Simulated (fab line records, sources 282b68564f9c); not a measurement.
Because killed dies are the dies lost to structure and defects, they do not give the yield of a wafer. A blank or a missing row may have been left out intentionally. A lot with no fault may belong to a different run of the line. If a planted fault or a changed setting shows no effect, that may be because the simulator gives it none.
fab line records + flow rit-cmos
[record]
- lots = 6
- wafers = 18
- last-day = 7
route steps=202 shown PSD@150 SDANNEAL@153 NSD@158 PLDD@159 NLDD@160 SILICIDE@161 M1@202
lots untouched by any fault: they come from a run of this same line in which no faults occurred
start-h: the number of hours between the record's first day and the start of the first shown wafer of the lot + wait-h: hours from the lot's prior step to this one + " as in the row above + L1.1+2: a single row standing in for several wafers + - no value, or no start given + * or withheld: withheld + < > ~ a bound
route shown NAME@n: NAME is a module with steps in the file, n the number in the route of the first one + usual: mean/standard deviation taken from wafers without a fault + same: alike in all rows + chamber/n: place in a boat + sites: each site's reading + _std_site: the standard deviation of these + _edge_site: the outer-site mean with the inner-site mean subtracted + radius-mm: how far each site lies from the wafer's centre + mask NAME#n: copy n + behind: the tool/chamber that last shaped the wafer + hold: why the lot was held/for how many hours/how that ended + device: which transistor (n, p or np) failed to switch + end of line: the same wafers' tests at the end of the route + a step given without rows: its recipe and nothing more + killed: count of dies lost to structure and defects at first sort (not the wafer's yield) + map: shows each die of a wafer: x if killed, . if not, _ if none is there
set.NAME: setting as actually run; set.NAME@STEP: the setting as run at that earlier step + model.NAME: the simulator's own value behind a step, which no gauge read
lots seen at some steps along the route; tables by step, rows by wafer
services: from which hour (start-h, from the record's first day; less than 0 if before it) a tool's chamber was out of use, for how many hours, and why
[[steps]]
[step RIT_PSD_IMPLANT_08]
[recipe]
- species = BF2
- energy-kev = 27
- dose-cm2 = 5e+15
- tilt-deg = 7
[step RIT_PSD_STRIP_09]
[recipe]
- chemistry = O2
- time-s = 180
- resist = NOVOLAK
- platen-temp-c = withheld
- power-w = 500
- pressure-mtorr = 4000
- o2-flow-sccm = 4000
[usual]
- drypump-motor-current-A = 6.0/0.48
| lot.wafer | tool            | chamber | start-h | wait-h | drypump-motor-current-A | rf-hours-counter-h |
|-----------|-----------------|---------|---------|--------|-------------------------|--------------------|
| L748.1    | plasma-asher-03 | 0       | 48.77   | 0.1    | 6.3                     | 41                 |
| L748.2    | "               | 1       | "       | "      | 5.3                     | 41                 |
| L748.3    | "               | 1       | "       | "      | 5.2                     | -                  |
| L753.2    | plasma-asher-01 | 1       | 78.63   | 0.1    | 6.3                     | 28                 |
| L753.3    | "               | 0       | "       | "      | 5.9                     | -                  |
| L753.5    | "               | 0       | "       | "      | 5.9                     | -                  |
| L756.2    | plasma-asher-03 | 1       | 94.03   | 0.1    | 5.3                     | 45                 |
| L756.5    | "               | 1       | "       | "      | 5.3                     | -                  |
| L756.6    | "               | 0       | "       | "      | 6.4                     | -                  |
| L757.3    | plasma-asher-03 | 0       | 95.39   | 0.1    | 6.4                     | -                  |
| L757.4    | "               | 1       | "       | "      | 5.3                     | -                  |
| L757.5    | "               | 1       | "       | "      | 5.3                     | -                  |
| L761.1    | plasma-asher-01 | 1       | 115.66  | 0.1    | 6.3                     | 33                 |
| L761.3    | "               | 1       | "       | "      | 6.3                     | -                  |
| L761.6    | "               | 0       | "       | "      | 5.8                     | -                  |
| L771.3    | plasma-asher-03 | 0       | 169.24  | 0.1    | 6.4                     | -                  |
| L771.5    | "               | 1       | "       | "      | 5.3                     | -                  |
| L771.6    | "               | 0       | "       | "      | 6.4                     | -                  |
[step RIT_PSD_TW_MEAS_10]
[usual]
- PSD_TW = 3412/14
| lot.wafer | tool          | chamber | start-h | wait-h | PSD_TW |
|-----------|---------------|---------|---------|--------|--------|
| L748.1    | film-metro-02 | -       | 48.94   | 0.1    | 3405   |
| L748.2    | "             | -       | "       | "      | 3367   |
| L748.3    | "             | -       | "       | "      | 3389   |
| L753.2    | film-metro-04 | -       | 78.82   | 0.1    | 3425   |
| L753.3    | "             | -       | "       | "      | 3432   |
| L753.5    | "             | -       | "       | "      | 3419   |
| L756.2    | film-metro-03 | -       | 94.21   | 0.1    | 3428   |
| L756.5    | "             | -       | "       | "      | 3407   |
| L756.6    | "             | -       | "       | "      | 3433   |
| L757.3    | film-metro-04 | -       | 95.53   | 0.1    | 3424   |
| L757.4    | "             | -       | "       | "      | 3417   |
| L757.5    | "             | -       | "       | "      | 3431   |
| L761.1    | film-metro-03 | -       | 115.83  | 0.1    | 3423   |
| L761.3    | "             | -       | "       | "      | 3405   |
| L761.6    | "             | -       | "       | "      | 3427   |
| L771.3    | film-metro-04 | -       | 169.37  | 0.1    | 3397   |
| L771.5    | "             | -       | "       | "      | 3412   |
| L771.6    | "             | -       | "       | "      | 3398   |
[step RIT_SDANNEAL_CLEAN_00]
[recipe]
- chemistry = SC1
- mix = 3:3:50
- time-s = 600
- temp-c = 75
[step RIT_SDANNEAL_CLEAN_01]
[recipe]
- chemistry = dHF
- dilution = 50:1
- time-s = 30
[step RIT_SDANNEAL_CLEAN_02]
[recipe]
- chemistry = SC2
- mix = 3:3:50
- time-s = 600
- temp-c = 75
- dry = n2-spin
[step RIT_SDANNEAL_RTA_03]
[recipe]
- temp-c = 1050
- time-s = 5
- idle-temp-c = 600
- ramp-up-c-per-s = 342
- ramp-down-c-per-s = 171
- cool-to-c = 600
- ambient = N2
[usual]
- wafer_temp_C_max = 1053.6/1.1
| lot.wafer | tool          | chamber | start-h | wait-h | wafer_temp_C_max |
|-----------|---------------|---------|---------|--------|------------------|
| L748.1    | rtp-anneal-01 | 0       | 49.55   | 0.0    | 1055.0           |
| L748.2    | "             | 0       | "       | "      | 1053.4           |
| L748.3    | "             | 0       | "       | "      | 1058.0           |
| L753.2    | rtp-anneal-02 | 0       | 79.26   | 0.0    | 1053.6           |
| L753.3    | "             | 0       | "       | "      | 1052.6           |
| L753.5    | "             | 0       | "       | "      | 1053.5           |
| L756.2    | rtp-anneal-01 | 0       | 94.64   | 0.0    | 1053.0           |
| L756.5    | "             | 0       | "       | "      | 1053.9           |
| L756.6    | "             | 0       | "       | "      | 1053.2           |
| L757.3    | rtp-anneal-02 | 0       | 95.98   | 0.0    | 1053.2           |
| L757.4    | "             | 0       | "       | "      | 1054.9           |
| L757.5    | "             | 0       | "       | "      | 1053.3           |
| L761.1    | rtp-anneal-02 | 0       | 116.26  | 0.0    | 1053.0           |
| L761.3    | "             | 0       | "       | "      | 1054.4           |
| L761.6    | "             | 0       | "       | "      | 1051.3           |
| L771.3    | rtp-anneal-02 | 0       | 169.80  | 0.0    | 1053.5           |
| L771.5    | "             | 0       | "       | "      | 1054.4           |
| L771.6    | "             | 0       | "       | "      | 1051.9           |
[step RIT_SDANNEAL_RS_MEAS_04]
[recipe]
- thk-meas-gauge = four-point-probe
[usual]
- PSD_RS = 115.8/0.34
| lot.wafer | tool          | chamber | start-h | wait-h | PSD_RS[ohm/sq] |
|-----------|---------------|---------|---------|--------|----------------|
| L748.1    | film-metro-04 | -       | 49.66   | 0.1    | 115.9          |
| L748.2    | "             | -       | "       | "      | 115.9          |
| L748.3    | "             | -       | "       | "      | 116.2          |
| L753.2    | film-metro-03 | -       | 79.37   | 0.1    | 115.7          |
| L753.3    | "             | -       | "       | "      | 115.7          |
| L753.5    | "             | -       | "       | "      | 115.4          |
| L756.2    | film-metro-03 | -       | 94.71   | 0.1    | 116.0          |
| L756.5    | "             | -       | "       | "      | 115.2          |
| L756.6    | "             | -       | "       | "      | 115.6          |
| L757.3    | film-metro-04 | -       | 96.06   | 0.1    | 116.4          |
| L757.4    | "             | -       | "       | "      | 116.0          |
| L757.5    | "             | -       | "       | "      | 115.9          |
| L761.1    | film-metro-03 | -       | 116.32  | 0.0    | 115.5          |
| L761.3    | "             | -       | "       | "      | 115.3          |
| L761.6    | "             | -       | "       | "      | 115.1          |
| L771.3    | film-metro-03 | -       | 169.88  | 0.1    | 116.0          |
| L771.5    | "             | -       | "       | "      | 116.1          |
| L771.6    | "             | -       | "       | "      | 115.7          |
[step RIT_SDANNEAL_RS_MEAS_05]
[recipe]
- thk-meas-gauge = four-point-probe
[usual]
- NSD_RS = 84.45/0.25
| lot.wafer | tool          | chamber | start-h | wait-h | NSD_RS[ohm/sq] |
|-----------|---------------|---------|---------|--------|----------------|
| L748.1    | film-metro-04 | -       | 49.78   | 0.1    | 84.47          |
| L748.2    | "             | -       | "       | "      | 84.38          |
| L748.3    | "             | -       | "       | "      | 84.49          |
| L753.2    | film-metro-03 | -       | 79.49   | 0.1    | 84.08          |
| L753.3    | "             | -       | "       | "      | 84.53          |
| L753.5    | "             | -       | "       | "      | 84.09          |
| L756.2    | film-metro-03 | -       | 94.83   | 0.1    | 84.15          |
| L756.5    | "             | -       | "       | "      | 83.95          |
| L756.6    | "             | -       | "       | "      | 84.00          |
| L757.3    | film-metro-04 | -       | 96.18   | 0.1    | 84.34          |
| L757.4    | "             | -       | "       | "      | 84.74          |
| L757.5    | "             | -       | "       | "      | 84.60          |
| L761.1    | film-metro-03 | -       | 116.44  | 0.1    | 84.47          |
| L761.3    | "             | -       | "       | "      | 84.52          |
| L761.6    | "             | -       | "       | "      | 84.54          |
| L771.3    | film-metro-03 | -       | 170.00  | 0.1    | 84.85          |
| L771.5    | "             | -       | "       | "      | 84.72          |
| L771.6    | "             | -       | "       | "      | 84.56          |
[step RIT_SDANNEAL_RS_MEAS_06]
[recipe]
- thk-meas-gauge = four-point-probe
[usual]
- PLDD_RS = 178.5/0.5
| lot.wafer | tool          | chamber | start-h | wait-h | PLDD_RS[ohm/sq] |
|-----------|---------------|---------|---------|--------|-----------------|
| L748.1    | film-metro-04 | -       | 49.90   | 0.1    | 178.8           |
| L748.2    | "             | -       | "       | "      | 178.9           |
| L748.3    | "             | -       | "       | "      | 179.2           |
| L753.2    | film-metro-03 | -       | 79.61   | 0.1    | 178.4           |
| L753.3    | "             | -       | "       | "      | 178.7           |
| L753.5    | "             | -       | "       | "      | 179.1           |
| L756.2    | film-metro-03 | -       | 94.95   | 0.1    | 177.6           |
| L756.5    | "             | -       | "       | "      | 178.1           |
| L756.6    | "             | -       | "       | "      | 177.9           |
| L757.3    | film-metro-04 | -       | 96.30   | 0.1    | 178.7           |
| L757.4    | "             | -       | "       | "      | 179.1           |
| L757.5    | "             | -       | "       | "      | 178.3           |
| L761.1    | film-metro-03 | -       | 116.56  | 0.1    | 178.3           |
| L761.3    | "             | -       | "       | "      | 178.0           |
| L761.6    | "             | -       | "       | "      | 178.2           |
| L771.3    | film-metro-03 | -       | 170.12  | 0.1    | 178.8           |
| L771.5    | "             | -       | "       | "      | 178.8           |
| L771.6    | "             | -       | "       | "      | 179.2           |
[step RIT_SDANNEAL_RS_MEAS_07]
[recipe]
- thk-meas-gauge = four-point-probe
[usual]
- NLDD_RS = 151.6/0.58
| lot.wafer | tool          | chamber | start-h | wait-h | NLDD_RS[ohm/sq] |
|-----------|---------------|---------|---------|--------|-----------------|
| L748.1    | film-metro-04 | -       | 50.02   | 0.1    | 151.3           |
| L748.2    | "             | -       | "       | "      | 151.2           |
| L748.3    | "             | -       | "       | "      | 151.5           |
| L753.2    | film-metro-03 | -       | 79.73   | 0.1    | 151.7           |
| L753.3    | "             | -       | "       | "      | 152.1           |
| L753.5    | "             | -       | "       | "      | 152.2           |
| L756.2    | film-metro-03 | -       | 95.07   | 0.1    | 151.3           |
| L756.5    | "             | -       | "       | "      | 151.0           |
| L756.6    | "             | -       | "       | "      | 150.8           |
| L757.3    | film-metro-04 | -       | 96.42   | 0.1    | 151.4           |
| L757.4    | "             | -       | "       | "      | 151.4           |
| L757.5    | "             | -       | "       | "      | 151.8           |
| L761.1    | film-metro-03 | -       | 116.68  | 0.1    | 151.2           |
| L761.3    | "             | -       | "       | "      | 151.8           |
| L761.6    | "             | -       | "       | "      | 151.2           |
| L771.3    | film-metro-03 | -       | 170.24  | 0.1    | 152.0           |
| L771.5    | "             | -       | "       | "      | 151.6           |
| L771.6    | "             | -       | "       | "      | 151.6           |
[step RIT_SILICIDE_WET_ETCH_00]
[recipe]
- chemistry = BOE
- target = SiO2
- target-depth-nm = 14
- time-s = 15
- dry = n2-spin
- dilution = 10:1
- temp-c = 21.5
[step RIT_SILICIDE_SPUTTER_01]
[recipe]
- material = Ti
- target-thk-nm = 30
- power-w = 350
- chamber-pressure-pa = 0.667
- gas = Ar
- time-s = 240
- substrate-temp-c = 25
[usual]
- chamber-pressure-pa = 0.6670/0.0014
- throttle-valve-pct = 29.6/1.2
| lot.wafer | tool           | chamber | start-h | wait-h | chamber-pressure-pa | throttle-valve-pct |
|-----------|----------------|---------|---------|--------|---------------------|--------------------|
| L748.1    | pvd-sputter-04 | -       | 50.16   | 0.0    | 0.6660              | 27.7               |
| L748.2    | "              | -       | "       | "      | 0.6689              | 28.8               |
| L748.3    | "              | -       | "       | "      | 0.6681              | 31.1               |
| L753.2    | pvd-sputter-01 | -       | 79.85   | 0.0    | 0.6683              | 29.1               |
| L753.3    | "              | -       | "       | "      | 0.6651              | 30.4               |
| L753.5    | "              | -       | "       | "      | 0.6665              | 30.2               |
| L756.2    | pvd-sputter-03 | -       | 95.18   | 0.0    | 0.6693              | 29.9               |
| L756.5    | "              | -       | "       | "      | 0.6680              | 30.0               |
| L756.6    | "              | -       | "       | "      | 0.6659              | 31.6               |
| L757.3    | pvd-sputter-01 | -       | 96.52   | 0.0    | 0.6926              | 28.9               |
| L757.4    | "              | -       | "       | "      | 0.6681              | 28.3               |
| L757.5    | "              | -       | "       | "      | 0.6659              | 30.2               |
| L761.1    | pvd-sputter-01 | -       | 116.81  | 0.0    | 0.6686              | 28.1               |
| L761.3    | "              | -       | "       | "      | 0.6908              | 28.8               |
| L761.6    | "              | -       | "       | "      | 0.6705              | 30.3               |
| L771.3    | pvd-sputter-03 | -       | 170.33  | 0.0    | 0.6672              | 31.0               |
| L771.5    | "              | -       | "       | "      | 0.6679              | 31.3               |
| L771.6    | "              | -       | "       | "      | 0.6661              | 29.6               |
[step RIT_SILICIDE_RS_MEAS_02]
[recipe]
- thk-meas-gauge = four-point-probe
- reads = Ti_of_SILICIDE_SPUTTER_01
[usual]
- SILICIDE_TI_RS = 47.9/0.69
| lot.wafer | tool          | chamber | start-h | wait-h | SILICIDE_TI_RS[ohm/sq] |
|-----------|---------------|---------|---------|--------|------------------------|
| L748.1    | film-metro-01 | -       | 50.31   | 0.1    | 47.9                   |
| L748.2    | "             | -       | "       | "      | 48.7                   |
| L748.3    | "             | -       | "       | "      | 48.3                   |
| L753.2    | film-metro-02 | -       | 80.02   | 0.1    | 48.5                   |
| L753.3    | "             | -       | "       | "      | 47.9                   |
| L753.5    | "             | -       | "       | "      | 48.2                   |
| L756.2    | film-metro-02 | -       | 95.35   | 0.1    | 47.2                   |
| L756.5    | "             | -       | "       | "      | 47.6                   |
| L756.6    | "             | -       | "       | "      | 47.3                   |
| L757.3    | film-metro-04 | -       | 96.71   | 0.1    | 53.5                   |
| L757.4    | "             | -       | "       | "      | 49.1                   |
| L757.5    | "             | -       | "       | "      | 49.0                   |
| L761.1    | film-metro-01 | -       | 116.96  | 0.1    | 48.1                   |
| L761.3    | "             | -       | "       | "      | 51.9                   |
| L761.6    | "             | -       | "       | "      | 48.0                   |
| L771.3    | film-metro-01 | -       | 170.52  | 0.1    | 46.2                   |
| L771.5    | "             | -       | "       | "      | 46.8                   |
| L771.6    | "             | -       | "       | "      | 47.0                   |
[step RIT_SILICIDE_THK_MEAS_03]
[recipe]
- thk-meas-gauge = xrf
- reads = Ti_of_SILICIDE_SPUTTER_01
[usual]
- SILICIDE_TI_THK = 30.5/0.38
| lot.wafer | tool          | chamber | start-h | wait-h | SILICIDE_TI_THK[nm] |
|-----------|---------------|---------|---------|--------|---------------------|
| L748.1    | film-metro-01 | -       | 50.43   | 0.1    | 30.4                |
| L748.2    | "             | -       | "       | "      | 30.1                |
| L748.3    | "             | -       | "       | "      | 30.2                |
| L753.2    | film-metro-02 | -       | 80.13   | 0.1    | 30.2                |
| L753.3    | "             | -       | "       | "      | 30.6                |
| L753.5    | "             | -       | "       | "      | 30.5                |
| L756.2    | film-metro-02 | -       | 95.46   | 0.1    | 31.0                |
| L756.5    | "             | -       | "       | "      | 30.7                |
| L756.6    | "             | -       | "       | "      | 30.9                |
| L757.3    | film-metro-04 | -       | 96.81   | 0.1    | 29.2                |
| L757.4    | "             | -       | "       | "      | 29.7                |
| L757.5    | "             | -       | "       | "      | 29.6                |
| L761.1    | film-metro-01 | -       | 117.08  | 0.1    | 30.3                |
| L761.3    | "             | -       | "       | "      | 30.1                |
| L761.6    | "             | -       | "       | "      | 30.4                |
| L771.3    | film-metro-01 | -       | 170.62  | 0.1    | 31.2                |
| L771.5    | "             | -       | "       | "      | 30.7                |
| L771.6    | "             | -       | "       | "      | 30.8                |
[step RIT_M1_PROBE_99]
[usual]
- killed-at-front-end = 7.1/3
- killed-dies = 7.2/3
- killed-open = 3.7/2
- killed-short = 3.5/2
[same]
- gross-dies = 264
- killed_at_M0_to_M3 = 0
- killed_at_M4_up = 0
- killed-at-back-side = 0
- killed-at-contacts = 0
- killed-at-other = 0
| lot.wafer | tool      | chamber | start-h | wait-h | killed-at-front-end | killed-dies | killed-open | killed-short |
|-----------|-----------|---------|---------|--------|---------------------|-------------|-------------|--------------|
| L748.1    | prober-01 | -       | 57.80   | 0.1    | 7                   | 7           | 2           | 5            |
| L748.2    | prober-01 | -       | 57.85   | 0.1    | 8                   | 8           | 6           | 2            |
| L748.3    | prober-01 | -       | 57.90   | 0.2    | 16                  | 16          | 9           | 7            |
| L753.2    | prober-02 | -       | 87.48   | 0.1    | 5                   | 5           | 4           | 1            |
| L753.3    | prober-02 | -       | 87.53   | 0.2    | 8                   | 8           | 3           | 5            |
| L753.5    | prober-02 | -       | 87.63   | 0.2    | 3                   | 3           | 2           | 1            |
| L756.2    | prober-01 | -       | 102.82  | 0.1    | 4                   | 4           | 2           | 2            |
| L756.5    | prober-01 | -       | 102.97  | 0.2    | 4                   | 4           | 1           | 3            |
| L756.6    | prober-01 | -       | 103.02  | 0.2    | 2                   | 2           | 1           | 1            |
| L757.3    | prober-02 | -       | 106.80  | 0.2    | 11                  | 11          | 6           | 5            |
| L757.4    | prober-02 | -       | 106.85  | 0.2    | 6                   | 6           | 2           | 4            |
| L757.5    | prober-02 | -       | 106.90  | 0.2    | 7                   | 7           | 4           | 3            |
| L761.1    | prober-02 | -       | 124.39  | 0.1    | 3                   | 3           | 1           | 1            |
| L761.3    | prober-02 | -       | 124.49  | 0.2    | 11                  | 11          | 6           | 5            |
| L761.6    | prober-02 | -       | 124.64  | 0.2    | 11                  | 11          | 5           | 6            |
| L771.3    | prober-02 | -       | 177.72  | 0.2    | 8                   | 8           | 5           | 3            |
| L771.5    | prober-02 | -       | 177.82  | 0.2    | 9                   | 9           | 4           | 5            |
| L771.6    | prober-02 | -       | 177.87  | 0.2    | 6                   | 6           | 4           | 2            |
// killed by level:class
L748.1 SPACER:geometric-particle:short=3 FOX1:geometric-particle:open=1 FOX2:geometric-particle:short=1 GATE:geometric-particle:short=1 SILICIDE:geometric-particle:open=1
L748.2 GATE:geometric-particle:open=5 FOX1:geometric-particle:short=1 FOX1:geometric-particle:open=1 SPACER:geometric-particle:short=1
L748.3 SILICIDE:geometric-particle:open=4 FOX2:geometric-particle:short=3 GATE:geometric-particle:open=3 FOX1:geometric-particle:short=2 GATE:geometric-particle:short=2 FOX1:geometric-particle:open=1 FOX2:geometric-particle:open=1
L753.2 GATE:geometric-particle:open=2 FOX2:geometric-particle:open=1 SPACER:geometric-particle:open=1 SPACER:geometric-particle:short=1
L753.3 GATE:geometric-particle:short=2 FOX1:geometric-particle:open=1 FOX1:geometric-particle:short=1 FOX2:geometric-particle:short=1 GATE:geometric-particle:open=1 REOX:geometric-particle:short=1 SILICIDE:geometric-particle:open=1
L753.5 FOX1:geometric-particle:short=1 GATE:geometric-particle:open=1 SPACER:geometric-particle:open=1
L756.2 GATE:geometric-particle:short=2 FOX1:geometric-particle:open=1 SPACER:geometric-particle:open=1
L756.5 FOX1:geometric-particle:short=1 FOX2:geometric-particle:short=1 GATE:geometric-particle:short=1 REOX:geometric-particle:open=1
L756.6 GATE:geometric-particle:open=1 SPACER:geometric-particle:short=1
L757.3 SPACER:geometric-particle:short=3 GATE:geometric-particle:open=2 FOX1:geometric-particle:open=1 FOX2:geometric-particle:short=1 REOX:geometric-particle:open=1 REOX:geometric-particle:short=1 SPACER:geometric-particle:open=1 SILICIDE:geometric-particle:open=1
L757.4 GATE:geometric-particle:open=2 GATE:geometric-particle:short=2 FOX1:geometric-particle:short=1 SPACER:geometric-particle:short=1
L757.5 GATE:geometric-particle:open=4 FOX1:geometric-particle:short=1 REOX:geometric-particle:short=1 SPACER:geometric-particle:short=1
L761.1 FOX1:geometric-particle:open=1 GATE:geometric-particle:short=1 GATE:coat-microbubble-printed=1
L761.3 REOX:geometric-particle:short=3 GATE:geometric-particle:short=2 GATE:geometric-particle:open=2 ACTIVE:geometric-particle:open=1 FOX1:geometric-particle:open=1 REOX:geometric-particle:open=1 SILICIDE:geometric-particle:open=1
L761.6 GATE:geometric-particle:open=4 REOX:geometric-particle:short=4 FOX2:geometric-particle:short=1 GATE:geometric-particle:short=1 REOX:geometric-particle:open=1
L771.3 FOX2:geometric-particle:open=3 GATE:geometric-particle:open=2 FOX2:geometric-particle:short=1 GATE:geometric-particle:short=1 SPACER:geometric-particle:short=1
L771.5 SPACER:geometric-particle:short=3 FOX2:geometric-particle:short=2 FOX1:geometric-particle:open=1 GATE:geometric-particle:open=1 SPACER:geometric-particle:open=1 SILICIDE:geometric-particle:open=1
L771.6 FOX1:geometric-particle:open=1 FOX1:geometric-particle:short=1 FOX2:geometric-particle:short=1 GATE:geometric-particle:open=1 REOX:geometric-particle:open=1 SILICIDE:geometric-particle:open=1
[[services]]
| tool            | chamber | start-h | hours | kind   |
|-----------------|---------|---------|-------|--------|
| plasma-asher-03 | -       | 66.92   | 2.8   | pm     |
| pvd-sputter-04  | -       | 81.06   | 2.9   | repair |
| pvd-sputter-01  | -       | 152.01  | 19.6  | repair |
[[key]]
[first-sign]
- step = RIT_SILICIDE_SPUTTER_01
- reading = chamber-pressure-pa
- direction = up
- sigmas = 17
- usual = 0.6670
- struck = 0.6917
[effect]
- step = RIT_SILICIDE_RS_MEAS_02
- reading = SILICIDE_TI_RS
- direction = up
- sigmas = 7
- usual = 47.9
- struck = 52.7
met-at RIT_SILICIDE_SPUTTER_01
struck-wafers L757.3,L761.3
tester-left-out L757,L761
onset-between 79.85 96.52
[fault]
- kind = process-parameter-drift
- tool = pvd-sputter-01
- chamber = -
- onset-h = 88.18
- steps = RIT_SILICIDE_SPUTTER_01
- channel = chamber-pressure-pa
- offset = 0.024351
- shape = step
- end-h = 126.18
- acts-in = these-recipes-only
- stated = 0.667
- scope = struck-wafers-only
// tester-left-out: of these lots the tester's yield and bins aren't shown, on N5 and GAA mostly nor the transistor test; their killed dies are dies lost to structure and defects alone, not to doping, threshold or leakage, so they don't give the yield
